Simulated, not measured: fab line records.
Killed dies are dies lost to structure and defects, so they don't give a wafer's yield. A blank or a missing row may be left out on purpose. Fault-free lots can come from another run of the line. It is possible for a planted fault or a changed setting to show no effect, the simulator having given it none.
The tool behind it: which one? -- flow rit-cmos -- Sampling: 14 lots, 42 wafers, 4 of 202 route steps

## WHAT THE GAUGES SHOWED, per wafer
RIT_ACTIVE_THK_MEAS_02. Usual: ACTIVE_OXIDE_THK gives 46.7 nm (standard deviation 0.8).
lot,measured,on,ACTIVE_OXIDE_THK (nm),flag
L179,day 1 12:24,film-metro-03,46.3 47.5 46.6,
L180,day 1 17:04,film-metro-04,47.5 48.4 48.4,
L181,day 1 22:11,film-metro-04,46.4 45.7 45.7,
L182,day 2 03:47,film-metro-03,47.2 47.4 46.5,
L183,day 2 08:03,film-metro-01,45.7 46.1 46.9,
L184,day 2 14:44,film-metro-04,48.3 49.1 47.3,
L187,day 3 04:03,film-metro-03,46.1 45.8 46.1,
L188,day 3 09:26,film-metro-04,47.2 47.0 46.8,
L189,day 3 15:04,film-metro-03,47.0 46.3 46.8,
L190,day 3 20:23,film-metro-01,46.1 45.5 45.6,
L194,day 4 15:20,film-metro-04,47.4 47.9 47.9,
L197,day 5 09:27,film-metro-01,46.5 46.6 45.6,
L200,day 6 00:59,film-metro-03,46.3 46.1 46.5,
L202,day 6 08:43,film-metro-01,46.7 46.1 47.3,

RIT_M1_CD_MEAS_09: target cd 2600 nm. Usual: cd-nm 2599.7 nm, standard deviation 2.
lot,measured,on,cd-nm (nm),flag
L179,day 3 10:46,cd-sem-02,2601.9 2602.5 2600.9,
L180,day 3 15:23,cd-sem-01,2601.9 2602.2 2602.7,
L181,day 3 20:37,cd-sem-02,2599.4 2600.5 2599.3,
L182,day 4 02:40,cd-sem-02,2600.8 2600.2 2602.7,
L183,day 4 10:21,cd-sem-01,2599.0 2601.6 2601.1,
L184,day 4 12:42,cd-sem-02,2599.0 2599.8 2600.8,
L187,day 5 00:58,cd-sem-01,2604.3 2603.7 2604.8,
L188,day 5 10:02,cd-sem-01,2596.1 2597.0 2596.8,
L189,day 5 15:28,cd-sem-01,2599.4 2597.9 2599.1,
L190,day 5 20:53,cd-sem-01,2601.3 2599.0 2600.9,
L194,day 6 17:23,cd-sem-01,2601.0 2602.4 2599.4,
L197,day 7 19:06,cd-sem-02,2600.5 2599.5 2599.5,
L200,day 8 14:24,cd-sem-02,2597.8 2599.2 2599.4,
L202,day 8 20:22,cd-sem-01,2597.9 2598.7 2596.9,

RIT_M1_OVL_MEAS_10. Usual: M1_OVL gives -0.3 nm (standard deviation 1.6).
lot,measured,on,M1_OVL (nm),flag
L179,day 3 10:53,overlay-01,-2.6 -2.9 -2.5,
L180,day 3 15:29,overlay-02,-3.2 -0.9 -0.6,
L181,day 3 20:43,overlay-02,-1.3 -1.9 0.0,
L182,day 4 02:47,overlay-02,1.4 -0.1 0.5,
L183,day 4 10:28,overlay-02,-1.0 -2.2 -1.5,
L184,day 4 12:49,overlay-02,0.0 0.5 -0.4,
L187,day 5 01:05,overlay-02,-0.9 -1.7 0.7,
L188,day 5 10:08,overlay-02,0.2 -1.8 -1.4,
L189,day 5 15:33,overlay-01,0.9 1.9 0.5,
L190,day 5 20:59,overlay-02,1.0 -1.6 0.9,
L194,day 6 17:30,overlay-02,2.5 0.8 2.4,
L197,day 7 19:13,overlay-02,0.7 -1.3 -1.4,
L200,day 8 14:31,overlay-02,0.2 1.1 -0.2,
L202,day 8 20:28,overlay-02,0.0 1.1 -1.1,

## EACH LOT AND THE TOOL THAT RAN IT (in order: tool; ch and the chambers of the sampled wafers; start)
lot,RIT_NLDD_STRIP_09
L179,"plasma-asher-03 ch 0,1, day 2 22:01"
L180,"plasma-asher-03 ch 0,1, day 3 01:53"
L181,"plasma-asher-02 ch 0, day 3 08:03"
L182,"plasma-asher-03 ch 0,1, day 3 14:34"
L183,"plasma-asher-02 ch 1, day 3 21:44"
L184,"plasma-asher-02 ch 0,1, day 4 00:13"
L187,"plasma-asher-01 ch 0,1, day 4 11:41"
L188,"plasma-asher-03 ch 0,1, day 4 21:40"
L189,"plasma-asher-02 ch 0,1, day 5 02:17"
L190,"plasma-asher-03 ch 0, day 5 07:34"
L194,"plasma-asher-03 ch 0,1, day 6 04:46"
L197,"plasma-asher-03 ch 0,1, day 7 06:28"
L200,"plasma-asher-01 ch 0,1, day 8 01:52"
L202,"plasma-asher-02 ch 0,1, day 8 07:32"
- RIT_NLDD_STRIP_09: strips in O2, time 180 s.

## AS READ BY THE TOOLS THEMSELVES (means over the sampled wafers that have a number; for cases with no such wafer, the mark the record gives instead)
RIT_NLDD_STRIP_09. Usual: chamber-pressure-mTorr 4000 mTorr, standard deviation 3.6; drypump-motor-current-A 5.7 A, standard deviation 0.49.
lot,tool,chamber-pressure-mTorr (mTorr),drypump-motor-current-A (A),flag
L179,plasma-asher-03,4003,5.4,
L180,plasma-asher-03,4000,5.4,
L181,plasma-asher-02,3999,6.5,
L182,plasma-asher-03,4002,5.4,
L183,plasma-asher-02,4001,5.9,
L184,plasma-asher-02,3995,6.3,
L187,plasma-asher-01,4000,5.1,
L188,plasma-asher-03,3999,5.5,
L189,plasma-asher-02,3997,6.1,
L190,plasma-asher-03,3998,5.7,
L194,plasma-asher-03,3202,5.4,OFF
L197,plasma-asher-03,3203,5.6,OFF
L200,plasma-asher-01,4000,5.0,
L202,plasma-asher-02,3999,6.1,

## THE ANSWER, worked out from the rows above alone
Rule: a lot is off if the mean of its wafers that have a number lies more than 3 standard deviations from the usual mean. A lot without any number at a reading at which 4 lots or more have one is off too. Any other lot the step has rows for is counted as sound. First the gauges in route order, then the tools' own readings, where a lot's mean is used as printed above. The first step at which some lot is off is used, and at that step the reading that is off furthest; a lot without a number counts as furthest.
Off: L194, L197 (RIT_NLDD_STRIP_09, chamber-pressure-mTorr).
A tool fits if, at that step or a process step before it, it ran every lot that is off, and no sound lot after the first of them. One fits: RIT_NLDD_STRIP_09 on plasma-asher-03. A fault onset in the window from L190 (day 5 07:34, its last sound lot) to L194 (day 6 04:46, its first lot off) fits.
The tool's own readings at RIT_NLDD_STRIP_09 bear it out: on the lots that are off they differ by more than 5 times the standard deviation of the sound lots' means. chamber-pressure-mTorr reads 3202 mTorr there against 3999 mTorr on the sound lots.

## WHAT THE SIMULATOR PUT IN
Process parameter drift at RIT_NLDD_STRIP_09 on plasma-asher-03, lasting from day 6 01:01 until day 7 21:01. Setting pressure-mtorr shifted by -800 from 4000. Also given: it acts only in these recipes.
Shown lots that were struck: L194, L197. The rule above found the same.
